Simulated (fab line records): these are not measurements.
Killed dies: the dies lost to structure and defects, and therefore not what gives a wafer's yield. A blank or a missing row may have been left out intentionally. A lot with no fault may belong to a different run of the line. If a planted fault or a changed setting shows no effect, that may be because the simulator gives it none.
What tool caused it?    flow berkeley-cmos170    14 lots with 42 wafers sampled at 3 steps, on a route of 331 steps

WHAT EACH GAUGE READ, for each wafer
UCB170_NLDD_TW_MEAS_11.
lot   measured      on             NLDD_TW
L797  day 6 04:57   film-metro-01  2196 2206 2207
L798  day 6 05:07   film-metro-02  2180 2180 2189
L799  day 6 15:24   film-metro-03  2239 2231 2233
L800  day 7 03:47   film-metro-01  2215 2206 2215
L801  day 7 09:47   film-metro-01  2202 2205 2208
L802  day 7 09:59   film-metro-02  2174 2182 2187
L804  day 8 08:37   film-metro-02  2174 2182 2186
L807  day 8 17:50   film-metro-02  2183 2185 2181
L809  day 9 01:49   film-metro-02  2179 2185 2180
L813  day 9 16:30   film-metro-01  30 30 30 30 30 30
L812  day 9 16:46   film-metro-03  30 30 30 30 30 30
L819  day 10 16:41  film-metro-03  2222 2228 2208
L818  day 10 16:43  film-metro-01  2197 2191 2198
L820  day 11 14:47  film-metro-02  2178 2186 2194

EACH LOT AND THE TOOL THAT RAN IT (in order: tool; ch and the chambers of the sampled wafers; start)
lot   UCB170_PLDD_STRIP_10                  UCB170_NLDD_STRIP_10
L797  plasma-asher-03 ch 0,1, day 6 02:40   plasma-asher-01 ch 1, day 6 04:51
L798  plasma-asher-03 ch 0,1, day 6 02:57   plasma-asher-04 ch 0,1, day 6 05:01
L799  plasma-asher-04 ch 0,1, day 6 13:21   plasma-asher-02 ch 0,1, day 6 15:19
L800  plasma-asher-02 ch 0,1, day 6 23:29   plasma-asher-01 ch 0,1, day 7 03:41
L801  plasma-asher-04 ch 0, day 7 07:27     plasma-asher-04 ch 0,1, day 7 09:40
L802  plasma-asher-04 ch 0,1, day 7 07:43   plasma-asher-02 ch 0,1, day 7 09:53
L804  plasma-asher-02 ch 0,1, day 8 06:41   plasma-asher-04 ch 0,1, day 8 08:31
L807  plasma-asher-03 ch 0,1, day 8 15:37   plasma-asher-04 ch 0,1, day 8 17:44
L809  plasma-asher-02 ch 0, day 8 22:47     plasma-asher-02 ch 0,1, day 9 01:43
L813  plasma-asher-02 ch 0,1, day 9 14:29   plasma-asher-04 ch 0,1, day 9 16:23
L812  plasma-asher-03 ch 0,1, day 9 14:42   plasma-asher-01 ch 0,1, day 9 16:40
L819  plasma-asher-02 ch 0,1, day 10 14:26  plasma-asher-01 ch 0,1, day 10 16:35
L818  plasma-asher-02 ch 0,1, day 10 14:42  plasma-asher-02 ch 0,1, day 10 16:36
L820  plasma-asher-03 ch 0,1, day 11 12:56  plasma-asher-04 ch 0,1, day 11 14:41
- UCB170_PLDD_STRIP_10: strips in O2.
- UCB170_NLDD_STRIP_10: strips in O2.

AS READ BY THE TOOLS THEMSELVES (means over the sampled wafers that have a number; for cases with no such wafer, the mark the record gives instead)
UCB170_PLDD_STRIP_10.
lot   tool             chamber-pressure-mTorr (mTorr)  drypump-motor-current-A (A)  oes-product-au (a.u.)  strip-time-to-endpoint-s (s)
L797  plasma-asher-03  3499.8                          5.5                          0.733                  21.69
L798  plasma-asher-03  3500.6                          5.5                          0.727                  21.64
L799  plasma-asher-04  3499.3                          6.5                          0.727                  21.50
L800  plasma-asher-02  3499.0                          5.9                          0.737                  21.54
L801  plasma-asher-04  3499.8                          6.6                          0.734                  21.73
L802  plasma-asher-04  3497.5                          6.5                          0.737                  21.64
L804  plasma-asher-02  3497.7                          6.2                          0.736                  21.62
L807  plasma-asher-03  3500.6                          5.3                          0.737                  21.65
L809  plasma-asher-02  3498.7                          5.6                          0.732                  21.62
L813  plasma-asher-02  -                               -                            -                      -
L812  plasma-asher-03  -                               -                            -                      -
L819  plasma-asher-02  3502.8                          6.1                          0.731                  21.60
L818  plasma-asher-02  3497.2                          6.2                          0.735                  21.62
L820  plasma-asher-03  3500.1                          5.5                          0.733                  21.65

UCB170_NLDD_STRIP_10.
lot   tool             chamber-pressure-mTorr (mTorr)  drypump-motor-current-A (A)  oes-product-au (a.u.)  strip-time-to-endpoint-s (s)
L797  plasma-asher-01  3499.0                          4.7                          0.735                  21.67
L798  plasma-asher-04  3498.8                          6.5                          0.732                  21.62
L799  plasma-asher-02  3498.7                          5.9                          0.737                  21.53
L800  plasma-asher-01  3499.3                          5.1                          0.737                  21.60
L801  plasma-asher-04  3502.4                          6.6                          0.737                  21.64
L802  plasma-asher-02  3500.2                          6.2                          0.731                  21.64
L804  plasma-asher-04  3500.5                          6.6                          0.736                  21.63
L807  plasma-asher-04  3502.2                          6.5                          0.736                  21.53
L809  plasma-asher-02  3499.6                          6.2                          0.736                  21.71
L813  plasma-asher-04  3501.1                          6.6                          0.738                  47.97
L812  plasma-asher-01  3499.0                          5.5                          0.739                  47.97
L819  plasma-asher-01  3500.7                          5.5                          0.734                  21.66
L818  plasma-asher-02  3500.2                          5.9                          0.731                  21.60
L820  plasma-asher-04  3496.9                          6.6                          0.739                  21.76

THE ANSWER, worked out from the rows above alone
Rule: what is usual is taken from the lots themselves. The widest of any qualifying gaps counts: lots, ordered by their means at a reading, are off when they make up no more than a third of the lots, leave a main group of 4 or more, and stand apart from it by 3 or more times the standard deviation of that group's means. A main group is skipped when, at the precision printed for the reading in the tables above, its means are all equal. Also off: a lot with no number at a reading for which 4 or more lots have one. The other lots that the step has rows for count as sound. First the gauges in route order, then the tools' own readings, where a lot's mean is used as printed above. The first step at which some lot is off is used, and at that step the reading that is off furthest; a lot without a number counts as furthest.
Off: L813, L812, seen at UCB170_NLDD_TW_MEAS_11 (NLDD_TW). The main group has a mean of 2197 with a standard deviation of 17.
A tool fits if, at a process step before that reading, it ran every lot that is off, and no sound lot after the first of them. The gauges at UCB170_NLDD_TW_MEAS_11 aren't tried: what is off there is off at UCB170_PLDD_STRIP_10 too, on other tools, and a gauge's error can't cause that. No candidate that was tried fits.

WHAT THE SIMULATOR PUT IN
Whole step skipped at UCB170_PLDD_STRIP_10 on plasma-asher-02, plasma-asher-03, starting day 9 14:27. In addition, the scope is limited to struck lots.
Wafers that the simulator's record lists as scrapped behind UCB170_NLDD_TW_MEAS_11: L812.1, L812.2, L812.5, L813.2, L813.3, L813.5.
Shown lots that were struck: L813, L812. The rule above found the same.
